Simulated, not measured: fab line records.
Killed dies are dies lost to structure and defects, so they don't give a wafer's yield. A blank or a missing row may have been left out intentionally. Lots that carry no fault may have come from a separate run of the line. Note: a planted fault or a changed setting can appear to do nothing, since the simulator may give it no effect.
Comparing a struck lot with a sound one || flow rit_cmos || 16 steps out of a route of 202
Sound: the wafers L298.4, L298.5, L298.6. The struck wafers were L300.2, L300.4, L300.6. Last of all comes the cause.
For every step that has rows: the tool of each side, followed by ch and its chambers, followed by its first start. Under that, the readings that differ: sound wafers || struck wafers || difference of the means || sigmas: that difference in standard deviations of wafers without a fault.
alike: readings whose means differ by less than 2 such deviations, and words and numbers that are the same on both sides. not compared: withheld readings, readings that some wafer has no value for, bounds like >300 that may hide the same value, and numbers for which the record gives no deviation and whose values overlap.
The two part at a step that has a row with sigmas, a row that says differs or no value, or rows on one side only. Non-overlapping numbers with no deviation appear without sigmas and do not part them. A reading missing from all wafers of one side parts the sides only when that side holds two or more wafers.

first, 4 steps without rows for these wafers: RIT_ACTIVE_SOFTBAKE_07 (time 60 s); RIT_ACTIVE_EXPOSE_08 (exposes mask M1, target cd 1400 nm); RIT_ACTIVE_PEB_09; RIT_ACTIVE_DEVELOP_10 (develop time 49.27 s).
RIT_ACTIVE_CD_MEAS_11: the cd target is 1400 nm.
  sound on cd_sem-02, day 3 07:08; struck on cd_sem-02, day 3 16:52
  alike: cd_nm
then, 1 step without rows for these wafers: RIT_ACTIVE_HARDBAKE_12 (time 60 s).
RIT_ACTIVE_ETCH_13: etches Si3N4 in SF6, stops on SiO2, time 210 s, target depth 210 nm.
  sound on rie_diel-03 ch 0,1,3, day 3 07:25; struck on rie_diel-01 ch 0,2,3, day 3 17:07
  alike: chamber_pressure_mTorr, drypump_motor_current_A, oes_product_au, throttle_valve_pct
  not compared: rf_hours_counter_h
RIT_ACTIVE_STRIP_14: strips in O2, time 180 s.
  sound on plasma_asher-01 ch 0,1, day 3 07:32; struck on plasma_asher-03 ch 0,1, day 3 17:16
  alike: chamber_pressure_mTorr, drypump_motor_current_A
  not compared: rf_hours_counter_h
RIT_ACTIVE_CD_MEAS_90: the cd target is 1400 nm.
  sound on cd_sem-02, day 3 07:43; struck on cd_sem-02, day 3 17:27
  alike: cd_nm
then, 3 steps without rows for these wafers: RIT_ACTIVE_CLEAN_15 (cleans in SC1, time 600 s); RIT_ACTIVE_CLEAN_16 (cleans in dHF, time 30 s); RIT_ACTIVE_CLEAN_17 (cleans in SC2, time 600 s).
RIT_FOX1_OXIDATION_00: target thk 350.7 nm, ox time 1130 s.
  sound on furnace-01 ch 0, day 3 08:08; struck on furnace-03 ch 0, day 3 18:37
{"reading": "ox_time_s (s)", "sound": "1130 1130 1130", "struck": "1638.5 1638.5 1638.5", "difference": "+508.5", "sigmas": ""}
{"reading": "model.SiO2_of_FOX1_OXIDATION_00.thk_nm (nm)", "sound": "349.9 346.2 346.5", "struck": "423 424.7 424.1", "difference": "+76", "sigmas": ""}
  alike: ox_temp_c, tube_center_temp_C_max, zone_power_load_pct
RIT_FOX1_THK_MEAS_01:
  sound on film_metro-03, day 3 09:29; struck on film_metro-04, day 3 19:56
{"reading": "FOX1_OXIDE_THK (nm)", "sound": "350 346 347", "struck": "423 425 424", "difference": "+76", "sigmas": "+13"}
then, 1 step without rows for these wafers: RIT_FOX1_WET_ETCH_02 (etches SiO2 in BOE, target depth 350 nm, time 390 s).
RIT_M1_PROBE_99:
  sound on prober-02, day 5 00:53; struck on prober-02, day 5 13:00
{"reading": "model.etest.pldd.width_nm (nm)", "sound": "3198 3190 3198", "struck": "3119 3120 3103", "difference": -81, "sigmas": ""}
{"reading": "model.etest.nldd.width_nm (nm)", "sound": "3201 3186 3188", "struck": "3078 3104 3104", "difference": -96, "sigmas": ""}
{"reading": "model.etest.pplus_sal.width_nm (nm)", "sound": "3459 3459 3449", "struck": "3400 3363 3367", "difference": -79, "sigmas": ""}
{"reading": "model.etest.nplus_sal.width_nm (nm)", "sound": "3439 3444 3447", "struck": "3365 3370 3387", "difference": -69, "sigmas": ""}
{"reading": "model.etest.nmos_narrow.drive_ua_um", "sound": "231.4 228.1 233.8", "struck": "209.3 206.5 211.3", "difference": -22.1, "sigmas": ""}
{"reading": "model.etest.pmos_narrow.drive_ua_um", "sound": "107 105.6 107.3", "struck": "95.03 93.87 96.57", "difference": -11.48, "sigmas": ""}
{"reading": "model.etest.poly_comb_over_steps.leak_log10_a_um", "sound": "-12.81 -12.94 -12.74", "struck": "-12.05 -10.81 -10.85", "difference": "+1.59", "sigmas": ""}
  alike: killed_at_M0_to_M3, killed_at_contacts, killed_at_front_end, killed_dies, killed_open, killed_short
  not compared: model.etest.field_p.vt_v

== WHERE THEY PART ==
RIT_FOX1_THK_MEAS_01 only, going by this record. Later steps at which nothing parts them and some readings are alike: RIT_M1_PROBE_99.

WHY: what the simulator had put in
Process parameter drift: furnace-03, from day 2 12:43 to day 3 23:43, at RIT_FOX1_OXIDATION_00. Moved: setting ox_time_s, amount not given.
